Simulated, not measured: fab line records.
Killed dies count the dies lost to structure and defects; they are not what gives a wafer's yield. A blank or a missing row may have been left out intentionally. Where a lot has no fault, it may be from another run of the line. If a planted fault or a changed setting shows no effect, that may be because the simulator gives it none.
fab line records || flow rit_cmos
record: {"lots": 13, "wafers": 39, "last_day": 7}
route steps=202 shown NSD@139
lots untouched by any fault: they come from a run of this same line in which no faults occurred
start_h: hours from the record's first day to the start of the lot's first wafer shown || wait_h: hours from the lot's prior step to this one || " identical to the entry in the row above || L1.1+2: several wafers, shown together as one row || - no value present, or no start provided || * or withheld: withheld || < > ~ a bound
route shown NAME@n: names a module that has steps shown in the file, with the first one's number in the route || usual: mean/standard deviation taken from wafers without a fault || same: alike in all rows || chamber/n: place in a boat || sites: readings site by site || _std_site: standard deviation across them || _edge_site: outer sites' mean less inner sites' || radius_mm: for every site, how far away it sits from the centre of the wafer || mask NAME#n: copy n || behind: the tool/chamber that last shaped the wafer || hold: why the lot went on hold/how many hours it stayed there/how the hold came to an end || device: whichever transistor did not switch (one of n, p or np) || end of line: at the end of the route, the tests of the same wafers || a step given without rows: its recipe and nothing more || killed: dies lost to structure and defects at the first sort, not the wafer's yield || map: dies across one wafer; x = killed, . = not, _ = none there
set.NAME: setting as actually run; set.NAME@STEP: the setting as run at that earlier step || model.NAME: the simulator's own value behind a step, which no gauge read
steps of the route over a sample of lots; a table a step, a row a wafer
services: when a tool's chamber went out of use (start_h, in hours from the record's first day, below 0 if earlier), for how many hours, and the reason
== steps ==
step: RIT_NSD_IMPLANT_08
recipe: {"species": "P", "energy_kev": 25, "dose_cm2": 9.916e+14, "tilt_deg": 7}
usual: {"tilt_deg": "7.002/0.02"}
{"lot.wafer": "L478.1", "tool": "implanter-01", "chamber": 0, "start_h": 49.27, "wait_h": 0.1, "tilt_deg": 7.030}
{"lot.wafer": "L478.2", "tool": "implanter-01", "chamber": 0, "start_h": 49.27, "wait_h": 0.1, "tilt_deg": 7.025}
{"lot.wafer": "L478.6", "tool": "implanter-01", "chamber": 0, "start_h": 49.27, "wait_h": 0.1, "tilt_deg": 6.975}
{"lot.wafer": "L479.1", "tool": "implanter-03", "chamber": 0, "start_h": 52.41, "wait_h": 0.1, "tilt_deg": 7.022}
{"lot.wafer": "L479.2", "tool": "implanter-03", "chamber": 0, "start_h": 52.41, "wait_h": 0.1, "tilt_deg": 6.989}
{"lot.wafer": "L479.4", "tool": "implanter-03", "chamber": 0, "start_h": 52.41, "wait_h": 0.1, "tilt_deg": 6.983}
{"lot.wafer": "L480.3", "tool": "implanter-02", "chamber": 0, "start_h": 56.72, "wait_h": 0.1, "tilt_deg": 7.037}
{"lot.wafer": "L480.4", "tool": "implanter-02", "chamber": 0, "start_h": 56.72, "wait_h": 0.1, "tilt_deg": 7.004}
{"lot.wafer": "L480.5", "tool": "implanter-02", "chamber": 0, "start_h": 56.72, "wait_h": 0.1, "tilt_deg": 7.014}
{"lot.wafer": "L481.1", "tool": "implanter-02", "chamber": 0, "start_h": 64.00, "wait_h": 0.1, "tilt_deg": 7.034}
{"lot.wafer": "L481.3", "tool": "implanter-02", "chamber": 0, "start_h": 64.00, "wait_h": 0.1, "tilt_deg": 7.005}
{"lot.wafer": "L481.4", "tool": "implanter-02", "chamber": 0, "start_h": 64.00, "wait_h": 0.1, "tilt_deg": 7.036}
{"lot.wafer": "L482.1", "tool": "implanter-01", "chamber": 0, "start_h": 71.29, "wait_h": 0.1, "tilt_deg": 7.000}
{"lot.wafer": "L482.4", "tool": "implanter-01", "chamber": 0, "start_h": 71.29, "wait_h": 0.1, "tilt_deg": 6.983}
{"lot.wafer": "L482.5", "tool": "implanter-01", "chamber": 0, "start_h": 71.29, "wait_h": 0.1, "tilt_deg": 6.956}
{"lot.wafer": "L483.2", "tool": "implanter-02", "chamber": 0, "start_h": 74.20, "wait_h": 0.1, "tilt_deg": 6.959}
{"lot.wafer": "L483.4", "tool": "implanter-02", "chamber": 0, "start_h": 74.20, "wait_h": 0.1, "tilt_deg": 7.000}
{"lot.wafer": "L483.5", "tool": "implanter-02", "chamber": 0, "start_h": 74.20, "wait_h": 0.1, "tilt_deg": 6.958}
{"lot.wafer": "L489.4", "tool": "implanter-03", "chamber": 0, "start_h": 109.47, "wait_h": 0.1, "tilt_deg": -0.009}
{"lot.wafer": "L489.5", "tool": "implanter-03", "chamber": 0, "start_h": 109.47, "wait_h": 0.1, "tilt_deg": -0.018}
{"lot.wafer": "L489.6", "tool": "implanter-03", "chamber": 0, "start_h": 109.47, "wait_h": 0.1, "tilt_deg": -0.038}
{"lot.wafer": "L492.2", "tool": "implanter-03", "chamber": 0, "start_h": 119.14, "wait_h": 0.1, "tilt_deg": -0.017}
{"lot.wafer": "L492.3", "tool": "implanter-03", "chamber": 0, "start_h": 119.14, "wait_h": 0.1, "tilt_deg": -0.015}
{"lot.wafer": "L492.5", "tool": "implanter-03", "chamber": 0, "start_h": 119.14, "wait_h": 0.1, "tilt_deg": -0.020}
{"lot.wafer": "L495.1", "tool": "implanter-02", "chamber": 0, "start_h": 134.98, "wait_h": 0.1, "tilt_deg": 7.009}
{"lot.wafer": "L495.2", "tool": "implanter-02", "chamber": 0, "start_h": 134.98, "wait_h": 0.1, "tilt_deg": 6.994}
{"lot.wafer": "L495.5", "tool": "implanter-02", "chamber": 0, "start_h": 134.98, "wait_h": 0.1, "tilt_deg": 7.011}
{"lot.wafer": "L496.1", "tool": "implanter-02", "chamber": 0, "start_h": 138.48, "wait_h": 0.1, "tilt_deg": 7.024}
{"lot.wafer": "L496.3", "tool": "implanter-02", "chamber": 0, "start_h": 138.48, "wait_h": 0.1, "tilt_deg": 7.033}
{"lot.wafer": "L496.5", "tool": "implanter-02", "chamber": 0, "start_h": 138.48, "wait_h": 0.1, "tilt_deg": 6.987}
{"lot.wafer": "L497.1", "tool": "implanter-01", "chamber": 0, "start_h": 143.04, "wait_h": 0.1, "tilt_deg": 7.001}
{"lot.wafer": "L497.4", "tool": "implanter-01", "chamber": 0, "start_h": 143.04, "wait_h": 0.1, "tilt_deg": 7.019}
{"lot.wafer": "L497.5", "tool": "implanter-01", "chamber": 0, "start_h": 143.04, "wait_h": 0.1, "tilt_deg": 7.003}
{"lot.wafer": "L498.1", "tool": "implanter-01", "chamber": 0, "start_h": 147.59, "wait_h": 0.1, "tilt_deg": 7.008}
{"lot.wafer": "L498.2", "tool": "implanter-01", "chamber": 0, "start_h": 147.59, "wait_h": 0.1, "tilt_deg": 7.001}
{"lot.wafer": "L498.6", "tool": "implanter-01", "chamber": 0, "start_h": 147.59, "wait_h": 0.1, "tilt_deg": 7.004}
{"lot.wafer": "L500.2", "tool": "implanter-01", "chamber": 0, "start_h": 158.47, "wait_h": 0.1, "tilt_deg": 7.018}
{"lot.wafer": "L500.3", "tool": "implanter-01", "chamber": 0, "start_h": 158.47, "wait_h": 0.1, "tilt_deg": 6.992}
{"lot.wafer": "L500.5", "tool": "implanter-01", "chamber": 0, "start_h": 158.47, "wait_h": 0.1, "tilt_deg": 7.000}
step: RIT_NSD_TW_MEAS_10
usual: {"NSD_TW": "3104/15"}
{"lot.wafer": "L478.1", "tool": "film_metro-02", "chamber": "-", "start_h": 49.60, "wait_h": 0.1, "NSD_TW": 3097}
{"lot.wafer": "L478.2", "tool": "film_metro-02", "chamber": "-", "start_h": 49.60, "wait_h": 0.1, "NSD_TW": 3102}
{"lot.wafer": "L478.6", "tool": "film_metro-02", "chamber": "-", "start_h": 49.60, "wait_h": 0.1, "NSD_TW": 3107}
{"lot.wafer": "L479.1", "tool": "film_metro-02", "chamber": "-", "start_h": 52.73, "wait_h": 0.1, "NSD_TW": 3091}
{"lot.wafer": "L479.2", "tool": "film_metro-02", "chamber": "-", "start_h": 52.73, "wait_h": 0.1, "NSD_TW": 3102}
{"lot.wafer": "L479.4", "tool": "film_metro-02", "chamber": "-", "start_h": 52.73, "wait_h": 0.1, "NSD_TW": 3113}
{"lot.wafer": "L480.3", "tool": "film_metro-01", "chamber": "-", "start_h": 57.01, "wait_h": 0.1, "NSD_TW": 3097}
{"lot.wafer": "L480.4", "tool": "film_metro-01", "chamber": "-", "start_h": 57.01, "wait_h": 0.1, "NSD_TW": 3078}
{"lot.wafer": "L480.5", "tool": "film_metro-01", "chamber": "-", "start_h": 57.01, "wait_h": 0.1, "NSD_TW": 3108}
{"lot.wafer": "L481.1", "tool": "film_metro-04", "chamber": "-", "start_h": 64.33, "wait_h": 0.1, "NSD_TW": 3130}
{"lot.wafer": "L481.3", "tool": "film_metro-04", "chamber": "-", "start_h": 64.33, "wait_h": 0.1, "NSD_TW": 3134}
{"lot.wafer": "L481.4", "tool": "film_metro-04", "chamber": "-", "start_h": 64.33, "wait_h": 0.1, "NSD_TW": 3125}
{"lot.wafer": "L482.1", "tool": "film_metro-01", "chamber": "-", "start_h": 71.62, "wait_h": 0.1, "NSD_TW": 3108}
{"lot.wafer": "L482.4", "tool": "film_metro-01", "chamber": "-", "start_h": 71.62, "wait_h": 0.1, "NSD_TW": 3102}
{"lot.wafer": "L482.5", "tool": "film_metro-01", "chamber": "-", "start_h": 71.62, "wait_h": 0.1, "NSD_TW": 3111}
{"lot.wafer": "L483.2", "tool": "film_metro-01", "chamber": "-", "start_h": 74.50, "wait_h": 0.1, "NSD_TW": 3122}
{"lot.wafer": "L483.4", "tool": "film_metro-01", "chamber": "-", "start_h": 74.50, "wait_h": 0.1, "NSD_TW": 3112}
{"lot.wafer": "L483.5", "tool": "film_metro-01", "chamber": "-", "start_h": 74.50, "wait_h": 0.1, "NSD_TW": 3120}
{"lot.wafer": "L489.4", "tool": "film_metro-02", "chamber": "-", "start_h": 109.75, "wait_h": 0.1, "NSD_TW": 2848}
{"lot.wafer": "L489.5", "tool": "film_metro-02", "chamber": "-", "start_h": 109.75, "wait_h": 0.1, "NSD_TW": 2849}
{"lot.wafer": "L489.6", "tool": "film_metro-02", "chamber": "-", "start_h": 109.75, "wait_h": 0.1, "NSD_TW": 2841}
{"lot.wafer": "L492.2", "tool": "film_metro-02", "chamber": "-", "start_h": 119.45, "wait_h": 0.1, "NSD_TW": 2842}
{"lot.wafer": "L492.3", "tool": "film_metro-02", "chamber": "-", "start_h": 119.45, "wait_h": 0.1, "NSD_TW": 2866}
{"lot.wafer": "L492.5", "tool": "film_metro-02", "chamber": "-", "start_h": 119.45, "wait_h": 0.1, "NSD_TW": 2860}
{"lot.wafer": "L495.1", "tool": "film_metro-04", "chamber": "-", "start_h": 135.30, "wait_h": 0.1, "NSD_TW": 3122}
{"lot.wafer": "L495.2", "tool": "film_metro-04", "chamber": "-", "start_h": 135.30, "wait_h": 0.1, "NSD_TW": 3106}
{"lot.wafer": "L495.5", "tool": "film_metro-04", "chamber": "-", "start_h": 135.30, "wait_h": 0.1, "NSD_TW": 3105}
{"lot.wafer": "L496.1", "tool": "film_metro-04", "chamber": "-", "start_h": 138.81, "wait_h": 0.1, "NSD_TW": 3105}
{"lot.wafer": "L496.3", "tool": "film_metro-04", "chamber": "-", "start_h": 138.81, "wait_h": 0.1, "NSD_TW": 3104}
{"lot.wafer": "L496.5", "tool": "film_metro-04", "chamber": "-", "start_h": 138.81, "wait_h": 0.1, "NSD_TW": 3102}
{"lot.wafer": "L497.1", "tool": "film_metro-02", "chamber": "-", "start_h": 143.37, "wait_h": 0.1, "NSD_TW": 3086}
{"lot.wafer": "L497.4", "tool": "film_metro-02", "chamber": "-", "start_h": 143.37, "wait_h": 0.1, "NSD_TW": 3095}
{"lot.wafer": "L497.5", "tool": "film_metro-02", "chamber": "-", "start_h": 143.37, "wait_h": 0.1, "NSD_TW": 3093}
{"lot.wafer": "L498.1", "tool": "film_metro-01", "chamber": "-", "start_h": 147.92, "wait_h": 0.1, "NSD_TW": 3121}
{"lot.wafer": "L498.2", "tool": "film_metro-01", "chamber": "-", "start_h": 147.92, "wait_h": 0.1, "NSD_TW": 3114}
{"lot.wafer": "L498.6", "tool": "film_metro-01", "chamber": "-", "start_h": 147.92, "wait_h": 0.1, "NSD_TW": 3094}
{"lot.wafer": "L500.2", "tool": "film_metro-02", "chamber": "-", "start_h": 158.78, "wait_h": 0.1, "NSD_TW": 3085}
{"lot.wafer": "L500.3", "tool": "film_metro-02", "chamber": "-", "start_h": 158.78, "wait_h": 0.1, "NSD_TW": 3074}
{"lot.wafer": "L500.5", "tool": "film_metro-02", "chamber": "-", "start_h": 158.78, "wait_h": 0.1, "NSD_TW": 3078}
step: RIT_SDANNEAL_RS_MEAS_05
recipe: {"thk_meas_gauge": "four-point-probe"}
usual: {"NSD_RS": "85.07/0.28"}
{"lot.wafer": "L478.1", "tool": "film_metro-01", "chamber": "-", "start_h": 51.62, "wait_h": 0.1, "NSD_RS[ohm/sq]": 84.34}
{"lot.wafer": "L478.2", "tool": "film_metro-01", "chamber": "-", "start_h": 51.62, "wait_h": 0.1, "NSD_RS[ohm/sq]": 84.78}
{"lot.wafer": "L478.6", "tool": "film_metro-01", "chamber": "-", "start_h": 51.62, "wait_h": 0.1, "NSD_RS[ohm/sq]": 84.71}
{"lot.wafer": "L479.1", "tool": "film_metro-04", "chamber": "-", "start_h": 54.76, "wait_h": 0.1, "NSD_RS[ohm/sq]": 84.82}
{"lot.wafer": "L479.2", "tool": "film_metro-04", "chamber": "-", "start_h": 54.76, "wait_h": 0.1, "NSD_RS[ohm/sq]": 85.26}
{"lot.wafer": "L479.4", "tool": "film_metro-04", "chamber": "-", "start_h": 54.76, "wait_h": 0.1, "NSD_RS[ohm/sq]": 84.83}
{"lot.wafer": "L480.3", "tool": "film_metro-02", "chamber": "-", "start_h": 59.06, "wait_h": 0.1, "NSD_RS[ohm/sq]": 85.09}
{"lot.wafer": "L480.4", "tool": "film_metro-02", "chamber": "-", "start_h": 59.06, "wait_h": 0.1, "NSD_RS[ohm/sq]": 85.17}
{"lot.wafer": "L480.5", "tool": "film_metro-02", "chamber": "-", "start_h": 59.06, "wait_h": 0.1, "NSD_RS[ohm/sq]": 85.41}
{"lot.wafer": "L481.1", "tool": "film_metro-01", "chamber": "-", "start_h": 66.35, "wait_h": 0.1, "NSD_RS[ohm/sq]": 85.22}
{"lot.wafer": "L481.3", "tool": "film_metro-01", "chamber": "-", "start_h": 66.35, "wait_h": 0.1, "NSD_RS[ohm/sq]": 85.07}
{"lot.wafer": "L481.4", "tool": "film_metro-01", "chamber": "-", "start_h": 66.35, "wait_h": 0.1, "NSD_RS[ohm/sq]": 85.32}
{"lot.wafer": "L482.1", "tool": "film_metro-02", "chamber": "-", "start_h": 73.77, "wait_h": 0.1, "NSD_RS[ohm/sq]": 84.72}
{"lot.wafer": "L482.4", "tool": "film_metro-02", "chamber": "-", "start_h": 73.77, "wait_h": 0.1, "NSD_RS[ohm/sq]": 84.81}
{"lot.wafer": "L482.5", "tool": "film_metro-02", "chamber": "-", "start_h": 73.77, "wait_h": 0.1, "NSD_RS[ohm/sq]": 84.88}
{"lot.wafer": "L483.2", "tool": "film_metro-01", "chamber": "-", "start_h": 76.67, "wait_h": 0.1, "NSD_RS[ohm/sq]": 85.16}
{"lot.wafer": "L483.4", "tool": "film_metro-01", "chamber": "-", "start_h": 76.67, "wait_h": 0.1, "NSD_RS[ohm/sq]": 85.13}
{"lot.wafer": "L483.5", "tool": "film_metro-01", "chamber": "-", "start_h": 76.67, "wait_h": 0.1, "NSD_RS[ohm/sq]": 85.27}
{"lot.wafer": "L489.4", "tool": "film_metro-02", "chamber": "-", "start_h": 111.95, "wait_h": 0.1, "NSD_RS[ohm/sq]": 80.51}
{"lot.wafer": "L489.5", "tool": "film_metro-02", "chamber": "-", "start_h": 111.95, "wait_h": 0.1, "NSD_RS[ohm/sq]": 80.65}
{"lot.wafer": "L489.6", "tool": "film_metro-02", "chamber": "-", "start_h": 111.95, "wait_h": 0.1, "NSD_RS[ohm/sq]": 80.49}
{"lot.wafer": "L492.2", "tool": "film_metro-04", "chamber": "-", "start_h": 121.63, "wait_h": 0.1, "NSD_RS[ohm/sq]": 81.21}
{"lot.wafer": "L492.3", "tool": "film_metro-04", "chamber": "-", "start_h": 121.63, "wait_h": 0.1, "NSD_RS[ohm/sq]": 81.07}
{"lot.wafer": "L492.5", "tool": "film_metro-04", "chamber": "-", "start_h": 121.63, "wait_h": 0.1, "NSD_RS[ohm/sq]": 81.03}
{"lot.wafer": "L495.1", "tool": "film_metro-01", "chamber": "-", "start_h": 137.53, "wait_h": 0.1, "NSD_RS[ohm/sq]": 85.32}
{"lot.wafer": "L495.2", "tool": "film_metro-01", "chamber": "-", "start_h": 137.53, "wait_h": 0.1, "NSD_RS[ohm/sq]": 85.30}
{"lot.wafer": "L495.5", "tool": "film_metro-01", "chamber": "-", "start_h": 137.53, "wait_h": 0.1, "NSD_RS[ohm/sq]": 85.02}
{"lot.wafer": "L496.1", "tool": "film_metro-01", "chamber": "-", "start_h": 140.96, "wait_h": 0.1, "NSD_RS[ohm/sq]": 85.10}
{"lot.wafer": "L496.3", "tool": "film_metro-01", "chamber": "-", "start_h": 140.96, "wait_h": 0.1, "NSD_RS[ohm/sq]": 85.07}
{"lot.wafer": "L496.5", "tool": "film_metro-01", "chamber": "-", "start_h": 140.96, "wait_h": 0.1, "NSD_RS[ohm/sq]": 85.17}
{"lot.wafer": "L497.1", "tool": "film_metro-01", "chamber": "-", "start_h": 145.52, "wait_h": 0.1, "NSD_RS[ohm/sq]": 85.41}
{"lot.wafer": "L497.4", "tool": "film_metro-01", "chamber": "-", "start_h": 145.52, "wait_h": 0.1, "NSD_RS[ohm/sq]": 85.23}
{"lot.wafer": "L497.5", "tool": "film_metro-01", "chamber": "-", "start_h": 145.52, "wait_h": 0.1, "NSD_RS[ohm/sq]": 85.30}
{"lot.wafer": "L498.1", "tool": "film_metro-02", "chamber": "-", "start_h": 149.94, "wait_h": 0.1, "NSD_RS[ohm/sq]": 85.02}
{"lot.wafer": "L498.2", "tool": "film_metro-02", "chamber": "-", "start_h": 149.94, "wait_h": 0.1, "NSD_RS[ohm/sq]": 84.72}
{"lot.wafer": "L498.6", "tool": "film_metro-02", "chamber": "-", "start_h": 149.94, "wait_h": 0.1, "NSD_RS[ohm/sq]": 84.92}
{"lot.wafer": "L500.2", "tool": "film_metro-01", "chamber": "-", "start_h": 161.08, "wait_h": 0.1, "NSD_RS[ohm/sq]": 85.44}
{"lot.wafer": "L500.3", "tool": "film_metro-01", "chamber": "-", "start_h": 161.08, "wait_h": 0.1, "NSD_RS[ohm/sq]": 85.13}
{"lot.wafer": "L500.5", "tool": "film_metro-01", "chamber": "-", "start_h": 161.08, "wait_h": 0.1, "NSD_RS[ohm/sq]": 85.26}
== services ==
{"tool": "implanter-01", "chamber": "-", "start_h": 53.72, "hours": 1.8, "kind": "repair"}
{"tool": "implanter-02", "chamber": "-", "start_h": 58.44, "hours": 2.9, "kind": "pm"}
{"tool": "implanter-02", "chamber": "-", "start_h": 78.32, "hours": 2.1, "kind": "repair"}
{"tool": "implanter-03", "chamber": "-", "start_h": 84.04, "hours": 0.6, "kind": "repair"}
{"tool": "implanter-03", "chamber": "-", "start_h": 94.10, "hours": 1.7, "kind": "repair"}
{"tool": "implanter-02", "chamber": "-", "start_h": 141.39, "hours": 5.6, "kind": "repair"}
== key ==
first_sign: {"step": "RIT_NSD_IMPLANT_08", "reading": "tilt_deg", "direction": "down", "sigmas": "99+", "usual": 7.002, "struck": -0.019}
effect: {"step": "RIT_NSD_TW_MEAS_10", "reading": "NSD_TW", "direction": "down", "sigmas": 16, "usual": 3104, "struck": 2851}
effect: {"step": "RIT_SDANNEAL_RS_MEAS_05", "reading": "NSD_RS", "direction": "down", "sigmas": 15, "usual": 85.07, "struck": 80.83}
met_at RIT_NSD_IMPLANT_08
struck_lots L489,L492
tester_left_out L489,L492
onset_between 52.41 109.47
fault: {"kind": "process_parameter_drift", "tool": "implanter-03", "chamber": "-", "onset_h": 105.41, "steps": "RIT_NSD_IMPLANT_08", "channel": "tilt_deg", "offset": -7, "shape": "step", "end_h": 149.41, "acts_in": "these_recipes_only", "stated": 7}
tester_left_out: of these lots the tester's yield and bins aren't shown, on N5 and GAA mostly nor the transistor test; their killed dies are dies lost to structure and defects alone, not to doping, threshold or leakage, so they don't give the yield
